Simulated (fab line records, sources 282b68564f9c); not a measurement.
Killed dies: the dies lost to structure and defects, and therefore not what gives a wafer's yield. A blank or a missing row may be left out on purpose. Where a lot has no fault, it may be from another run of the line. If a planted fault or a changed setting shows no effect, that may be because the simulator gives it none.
fab line records    flow rit_cmos
record: lots: 14  wafers: 42  last_day: 8
route steps=202 shown ACTIVE@1 FOX1@21 PSD@150 M1@199
lots that met no fault: taken from a fault-free run of the same line
start_h: hours from the record's first day to the start of the lot's first wafer shown    wait_h: time in hours since the lot's previous step    " repeats the value in the row above    L1.1+2: one row covering several wafers at once    - no value, or no start given    * or withheld: withheld    < > ~ a bound
route shown NAME@n: names a module that has steps shown in the file, with the first one's number in the route    usual: mean/standard deviation of fault-free wafers    same: alike in all rows    chamber/n: place in a boat    sites: each site's reading    _std_site: how widely they spread, as a standard deviation    _edge_site: mean of outer sites minus mean of inner sites    radius_mm: how far each site lies from the wafer's centre    mask NAME#n: copy n    behind: the last tool/chamber to shape the wafer    hold: why the lot went on hold/how many hours it stayed there/how the hold came to an end    device: the n, p or np transistor that did not switch    end of line: at the end of the route, the tests of the same wafers    a step given without rows: its recipe and nothing more    killed: dies lost to structure and defects at the first sort, not the wafer's yield    map: per-die view of a wafer (x killed, . not killed, _ where there is no die)
set.NAME: the setting the step ran with; set.NAME@STEP: the setting that earlier step ran with    model.NAME: the simulator's own value behind a step, which no gauge read
the route's steps for a sample of lots (tables are steps, rows are wafers)
services: when a tool's chamber went out of use (start_h, in hours from the record's first day, below 0 if earlier), for how many hours, and the reason
== steps ==
step: RIT_ACTIVE_BOW_MEAS_00
recipe: mode: bow
usual: INCOMING_BOW: -1/6.8
lot.wafer  tool           chamber  start_h  wait_h  INCOMING_BOW[um]
L133.2     film_metro-02  -        10.02    -       -1
L133.4     "              -        "        "       6
L133.5     "              -        "        "       4
L134.1     film_metro-03  -        15.00    -       0
L134.2     "              -        "        "       0
L134.4     "              -        "        "       4
L135.1     film_metro-02  -        20.00    -       6
L135.2     "              -        "        "       8
L135.4     "              -        "        "       0
L136.1     film_metro-03  -        25.00    -       4
L136.3     "              -        "        "       -8
L136.5     "              -        "        "       -4
L138.3     film_metro-02  -        35.04    -       1
L138.4     "              -        "        "       -3
L138.6     "              -        "        "       -1
L140.2     film_metro-01  -        45.02    -       6
L140.3     "              -        "        "       -20
L140.6     "              -        "        "       13
L141.1     film_metro-01  -        50.00    -       3
L141.2     "              -        "        "       -7
L141.4     "              -        "        "       2
L143.1     film_metro-03  -        60.00    -       -7
L143.3     "              -        "        "       1
L143.4     "              -        "        "       1
L144.1     film_metro-03  -        65.00    -       -4
L144.5     "              -        "        "       11
L144.6     "              -        "        "       14
L145.1     film_metro-03  -        70.00    -       1
L145.5     "              -        "        "       -7
L145.6     "              -        "        "       20
L146.3     film_metro-03  -        75.04    -       5
L146.4     "              -        "        "       -11
L146.5     "              -        "        "       -10
L147.3     film_metro-02  -        80.04    -       -1
L147.4     "              -        "        "       -2
L147.6     "              -        "        "       -1
L154.1     film_metro-03  -        115.00   -       5
L154.4     "              -        "        "       -2
L154.6     "              -        "        "       -6
L156.2     film_metro-03  -        125.02   -       -2
L156.5     "              -        "        "       2
L156.6     "              -        "        "       -3
step: RIT_FOX1_THK_MEAS_01
recipe: reads: SiO2_of_FOX1_OXIDATION_00
usual: FOX1_OXIDE_THK: 352/7.4
lot.wafer  tool           chamber  start_h  wait_h  FOX1_OXIDE_THK[nm]
L133.2     film_metro-04  -        17.23    0.0     345
L133.4     "              -        "        "       346
L133.5     "              -        "        "       349
L134.1     film_metro-02  -        22.11    0.0     346
L134.2     "              -        "        "       343
L134.4     "              -        "        "       346
L135.1     film_metro-01  -        26.83    0.0     346
L135.2     "              -        "        "       342
L135.4     "              -        "        "       348
L136.1     film_metro-01  -        32.68    0.0     369
L136.3     "              -        "        "       362
L136.5     "              -        "        "       369
L138.3     film_metro-04  -        41.84    0.0     363
L138.4     "              -        "        "       358
L138.6     "              -        "        "       360
L140.2     film_metro-01  -        52.96    0.0     355
L140.3     "              -        "        "       347
L140.6     "              -        "        "       349
L141.1     film_metro-04  -        58.21    0.0     351
L141.2     "              -        "        "       348
L141.4     "              -        "        "       350
L143.1     film_metro-01  -        67.85    0.0     350
L143.3     "              -        "        "       350
L143.4     "              -        "        "       346
L144.1     film_metro-04  -        72.01    0.0     360
L144.5     "              -        "        "       352
L144.6     "              -        "        "       352
L145.1     film_metro-04  -        77.26    0.0     339
L145.5     "              -        "        "       341
L145.6     "              -        "        "       343
L146.3     film_metro-02  -        81.84    0.0     345
L146.4     "              -        "        "       343
L146.5     "              -        "        "       343
L147.3     film_metro-01  -        86.97    0.0     350
L147.4     "              -        "        "       350
L147.6     "              -        "        "       351
L154.1     film_metro-04  -        123.81   0.0     363
L154.4     "              -        "        "       364
L154.6     "              -        "        "       359
L156.2     film_metro-01  -        134.26   0.0     360
L156.5     "              -        "        "       362
L156.6     "              -        "        "       367
step: RIT_PSD_IMPLANT_08
recipe: species: BF2  energy_kev: 27  dose_cm2: 5e+15  tilt_deg: 7
usual: beam_energy_keV: 27.001/0.0075  end_station_pressure_torr: 1.36e-05/1.3e-06
lot.wafer  tool          chamber  start_h  wait_h  beam_energy_keV  end_station_pressure_torr
L133.2     implanter-03  0        48.59    0.1     27.008           1.5e-05
L133.4     "             0        "        "       27.002           1.48e-05
L133.5     "             0        "        "       26.996           1.3e-05
L134.1     implanter-04  0        53.86    0.1     27.001           1.28e-05
L134.2     "             0        "        "       27.008           1.09e-05
L134.4     "             0        "        "       27.005           1.31e-05
L135.1     implanter-03  0        59.91    0.1     26.993           1.39e-05
L135.2     "             0        "        "       26.997           1.33e-05
L135.4     "             0        "        "       27.006           1.49e-05
L136.1     implanter-03  0        65.04    0.1     27.004           1.54e-05
L136.3     "             0        "        "       26.991           1.51e-05
L136.5     "             0        "        "       26.992           1.54e-05
L138.3     implanter-03  0        74.25    0.1     26.991           1.41e-05
L138.4     "             0        "        "       26.989           1.49e-05
L138.6     "             0        "        "       26.992           1.4e-05
L140.2     implanter-04  0        86.51    0.1     26.998           1.18e-05
L140.3     "             0        "        "       27.012           1.12e-05
L140.6     "             0        "        "       27.005           1.15e-05
L141.1     implanter-04  0        89.08    0.1     26.998           1.22e-05
L141.2     "             0        "        "       27.006           1.3e-05
L141.4     "             0        "        "       26.997           1.31e-05
L143.1     implanter-04  0        99.42    0.1     27.000           1.24e-05
L143.3     "             0        "        "       27.008           1.22e-05
L143.4     "             0        "        "       26.990           1.26e-05
L144.1     implanter-02  0        105.89   0.1     27.004           1.34e-05
L144.5     "             0        "        "       26.994           1.47e-05
L144.6     "             0        "        "       26.995           1.39e-05
L145.1     implanter-04  0        108.80   0.1     27.004           1.12e-05
L145.5     "             0        "        "       26.998           1.16e-05
L145.6     "             0        "        "       26.994           1.19e-05
L146.3     implanter-04  0        113.67   0.1     27.005           1.34e-05
L146.4     "             0        "        "       27.004           1.27e-05
L146.5     "             0        "        "       27.010           1.21e-05
L147.3     implanter-04  0        120.63   0.1     26.995           1.18e-05
L147.4     "             0        "        "       26.996           1.14e-05
L147.6     "             0        "        "       26.994           1.2e-05
L154.1     implanter-03  0        157.57   0.1     27.605           1.46e-05
L154.4     "             0        "        "       27.590           1.44e-05
L154.6     "             0        "        "       27.606           1.34e-05
L156.2     implanter-03  0        170.56   0.1     27.597           1.5e-05
L156.5     "             0        "        "       27.592           1.39e-05
L156.6     "             0        "        "       27.584           1.51e-05
step: RIT_SDANNEAL_RS_MEAS_04
recipe: thk_meas_gauge: four-point-probe
usual: PSD_RS: 115.95/0.26
lot.wafer  tool           chamber  start_h  wait_h  hold                      PSD_RS[ohm/sq]
L133.2     film_metro-02  -        49.45    0.1     -                         115.77
L133.4     "              -        "        "       -                         116.07
L133.5     "              -        "        "       -                         116.21
L134.1     film_metro-01  -        55.09    0.0     -                         115.99
L134.2     "              -        "        "       -                         116.00
L134.4     "              -        "        "       -                         115.90
L135.1     film_metro-03  -        61.13    0.0     -                         116.05
L135.2     "              -        "        "       -                         115.82
L135.4     "              -        "        "       -                         115.73
L136.1     film_metro-01  -        65.87    0.0     -                         116.09
L136.3     "              -        "        "       -                         116.12
L136.5     "              -        "        "       -                         116.78
L138.3     film_metro-01  -        75.26    0.1     -                         115.66
L138.4     "              -        "        "       -                         115.57
L138.6     "              -        "        "       -                         115.74
L140.2     film_metro-01  -        87.34    0.1     -                         116.04
L140.3     "              -        "        "       -                         115.89
L140.6     "              -        "        "       -                         115.86
L141.1     film_metro-03  -        89.91    0.0     -                         116.34
L141.2     "              -        "        "       -                         115.93
L141.4     "              -        "        "       -                         115.77
L143.1     film_metro-03  -        100.23   0.0     -                         116.18
L143.3     "              -        "        "       -                         115.79
L143.4     "              -        "        "       -                         115.88
L144.1     film_metro-02  -        106.72   0.0     -                         115.88
L144.5     "              -        "        "       -                         116.22
L144.6     "              -        "        "       -                         116.21
L145.1     film_metro-01  -        109.66   0.0     -                         115.38
L145.5     "              -        "        "       -                         116.01
L145.6     "              -        "        "       -                         115.90
L146.3     film_metro-01  -        114.47   0.1     -                         115.57
L146.4     "              -        "        "       -                         115.93
L146.5     "              -        "        "       -                         115.74
L147.3     film_metro-03  -        121.43   0.1     -                         115.92
L147.4     "              -        "        "       -                         116.20
L147.6     "              -        "        "       -                         115.85
L154.1     film_metro-02  -        158.38   0.0     await_dispo/0.2h/release  114.46
L154.4     "              -        "        "       await_dispo/0.2h/release  114.41
L154.6     "              -        "        "       await_dispo/0.2h/release  114.88
L154.1     film_metro-02  -        158.74   0.3     -                         114.58
L154.4     "              -        "        "       -                         114.43
L154.6     "              -        "        "       -                         114.53
L156.2     film_metro-01  -        171.36   0.1     await_dispo/0.2h/release  114.86
L156.5     "              -        "        "       await_dispo/0.2h/release  114.43
L156.6     "              -        "        "       await_dispo/0.2h/release  114.68
L156.2     film_metro-01  -        171.72   0.3     -                         115.15
L156.5     "              -        "        "       -                         114.57
L156.6     "              -        "        "       -                         114.64
step: RIT_M1_CD_MEAS_90
recipe: target_cd_nm: 2600
usual: cd_nm: 2600.3/2.6
lot.wafer  tool       chamber  start_h  wait_h  cd_nm
L133.2     cd_sem-01  -        55.31    0.1     2600.1
L133.4     "          -        "        "       2603.1
L133.5     "          -        "        "       2604.4
L134.1     cd_sem-01  -        60.90    0.1     2597.4
L134.2     "          -        "        "       2598.0
L134.4     "          -        "        "       2597.1
L135.1     cd_sem-01  -        66.84    0.1     2602.9
L135.2     "          -        "        "       2598.8
L135.4     "          -        "        "       2600.3
L136.1     cd_sem-02  -        71.75    0.1     2594.9
L136.3     "          -        "        "       2603.1
L136.5     "          -        "        "       2597.2
L138.3     cd_sem-01  -        81.30    0.1     2602.6
L138.4     "          -        "        "       2601.0
L138.6     "          -        "        "       2603.1
L140.2     cd_sem-01  -        93.16    0.1     2597.9
L140.3     "          -        "        "       2597.8
L140.6     "          -        "        "       2602.3
L141.1     cd_sem-02  -        95.65    0.1     2597.0
L141.2     "          -        "        "       2597.7
L141.4     "          -        "        "       2602.5
L143.1     cd_sem-02  -        105.81   0.1     2597.9
L143.3     "          -        "        "       2597.2
L143.4     "          -        "        "       2598.1
L144.1     cd_sem-01  -        112.78   0.1     2600.2
L144.5     "          -        "        "       2599.8
L144.6     "          -        "        "       2600.4
L145.1     cd_sem-02  -        115.29   0.1     2602.4
L145.5     "          -        "        "       2601.2
L145.6     "          -        "        "       2599.8
L146.3     cd_sem-02  -        120.32   0.1     2597.9
L146.4     "          -        "        "       2597.6
L146.5     "          -        "        "       2599.1
L147.3     cd_sem-02  -        126.94   0.1     2601.8
L147.4     "          -        "        "       2601.6
L147.6     "          -        "        "       2604.3
L154.1     cd_sem-01  -        168.21   0.1     2598.1
L154.4     "          -        "        "       2603.2
L154.6     "          -        "        "       2598.0
step: RIT_M1_PROBE_99
usual: killed_at_M0_to_M3: 0.0/0.19  killed_at_contacts: 0.1/0.27  killed_at_front_end: 6.4/2.9  killed_dies: 6.5/3  killed_open: 3.3/1.9  killed_short: 3.2/1.7
same: gross_dies: 264  killed_at_M4_up: 0  killed_at_back_side: 0  killed_at_other: 0
lot.wafer  tool       chamber  start_h  wait_h  killed_at_M0_to_M3  killed_at_contacts  killed_at_front_end  killed_dies  killed_open  killed_short
L154.1     prober-01  -        169.95   0.1     1                   0                   9                    10           5            5
L154.4     prober-01  -        170.10   0.2     0                   0                   6                    6            3            3
L154.6     prober-01  -        170.20   0.2     0                   0                   9                    9            5            4
killed by level:class
L154.1 FOX2:geometric_particle:open=2 GATE:geometric_particle:short=2 FOX1:geometric_particle:open=1 FOX1:geometric_particle:short=1 FOX2:geometric_particle:short=1 GATE:geometric_particle:open=1 SPACER:geometric_particle:open=1 M1:geometric_particle:short=1
L154.4 GATE:geometric_particle:open=2 GATE:geometric_particle:short=1 REOX:geometric_particle:short=1 REOX:geometric_particle:open=1 SILICIDE:geometric_particle:short=1
L154.6 GATE:geometric_particle:open=2 GATE:geometric_particle:short=2 FOX2:geometric_particle:open=1 SPACER:geometric_particle:short=1 SPACER:geometric_particle:open=1 SILICIDE:geometric_particle:short=1 SILICIDE:geometric_particle:open=1
== services ==
tool          chamber  start_h  hours  kind
implanter-03  -        148.71   6.6    repair
implanter-02  -        169.42   1.3    repair
== key ==
first_sign: step: RIT_PSD_IMPLANT_08  reading: beam_energy_keV  direction: up  sigmas: 80  usual: 27.001  struck: 27.596
effect: step: RIT_SDANNEAL_RS_MEAS_04  reading: visit  direction: added
effect: step: RIT_SDANNEAL_RS_MEAS_04  reading: PSD_RS  direction: down  sigmas: 5  usual: 115.95  struck: 114.62
met_at RIT_PSD_IMPLANT_08
struck_lots L154,L156
rows_end L156.2,L156.5,L156.6
tester_left_out L154
loop_trim: step: RIT_M1_EXPOSE_06  setting: dose  lots: L156
not_acting_at RIT_ACTIVE_BOW_MEAS_00,RIT_FOX1_THK_MEAS_01,RIT_M1_CD_MEAS_90
onset_between 74.25 157.57
fault: kind: process_parameter_drift  tool: implanter-03  chamber: -  onset_h: 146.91  steps: RIT_PSD_IMPLANT_08  channel: energy_kev  offset: 0.59545  shape: step  end_h: 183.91  acts_in: these_recipes_only  stated: 27
tester_left_out: of these lots the tester's yield and bins aren't shown, on N5 and GAA mostly nor the transistor test; their killed dies are dies lost to structure and defects alone, not to doping, threshold or leakage, so they don't give the yield
rows_end: these wafers met a further fault down the route, and their rows from its step on are left out
loop_trim: a control loop set the setting to another value than it would have without faults
